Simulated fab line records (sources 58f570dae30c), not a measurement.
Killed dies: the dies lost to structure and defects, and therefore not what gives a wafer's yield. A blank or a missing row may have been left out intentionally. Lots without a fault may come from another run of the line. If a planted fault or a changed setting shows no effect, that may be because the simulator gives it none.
Which tool is to blame?    flow berkeleyCmos170    7 lots, 21 wafers sampled, at 3 steps of a route of 331

WHAT EACH GAUGE READ, for each wafer
UCB170_GATE_OVL_MEAS_13.
lot   measured      on          GATE_OVL (nm)
L146  day 7 18:27   overlay-01  -5 2 9
L150  day 8 11:22   overlay-01  12 6 16
L154  day 9 03:40   overlay-01  -129 -128 -132
L155  day 9 12:17   overlay-02  -5 6 -3
L157  day 10 03:20  overlay-02  -137 -130 -130
L162  day 10 08:59  overlay-01  9 11 -1
L167  day 11 15:55  overlay-02  3 2 0

WHICH TOOL RAN EACH LOT (tool, then ch and the chambers of the sampled wafers, then the start)
lot   UCB170_PVT_STRIP_08                  UCB170_GATE_EXPOSE_09
L146  plasmaAsher-03 ch 0,1, day 7 05:52   krfScanner-01 ch 0, day 7 17:58
L150  plasmaAsher-04 ch 0,1, day 7 20:38   krfScanner-02 ch 0, day 8 10:54
L154  plasmaAsher-04 ch 0,1, day 8 09:41   krfScanner-02 ch 0, day 9 03:03
L155  plasmaAsher-02 ch 0,1, day 8 23:13   krfScanner-01 ch 0, day 9 11:20
L157  plasmaAsher-02 ch 0,1, day 9 16:44   krfScanner-02 ch 0, day 10 02:35
L162  plasmaAsher-03 ch 1, day 9 20:38     krfScanner-01 ch 0, day 10 08:29
L167  plasmaAsher-03 ch 0,1, day 11 01:14  krfScanner-01 ch 0, day 11 15:11
- UCB170_PVT_STRIP_08: strips in O2.
- UCB170_GATE_EXPOSE_09: exposes mask POLY, target cd 350 nm.

THE ANSWER, worked out from the rows above alone
Rule: usual is defined by the lots themselves. Put in order of their means at a reading, lots are off if they are a third of the lots or fewer, leave a main group of 4 or more, and stand apart from it by a gap of 3 or more times the standard deviation of the main group's means; of several such gaps the widest counts. A main group is skipped when, at the precision printed for the reading in the tables above, its means are all equal. A lot without any number at a reading at which 4 lots or more have one is off too. Where the step has rows for the other lots, those lots are counted as sound.
Off: L154, L157, seen at UCB170_GATE_OVL_MEAS_13 (GATE_OVL). The main group has a mean of 4 nm with a standard deviation of 4.3.
If a tool, at a process step before that reading, ran all the lots that are off and no sound lot after the first of them, it fits. Those tools and the gauges at UCB170_GATE_OVL_MEAS_13 are tried in the same way. One fits: UCB170_GATE_EXPOSE_09 on krfScanner-02. A fault onset in the window from L150 (day 8 10:54, its last sound lot) to L154 (day 9 03:03, its first lot off) fits.

WHAT THE SIMULATOR HAD PUT IN
Scanner matching overlay: krfScanner-02, from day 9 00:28 on, at UCB170_GATE_EXPOSE_09. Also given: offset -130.
Lots struck among those shown: L154, L157. The rule above found the same.
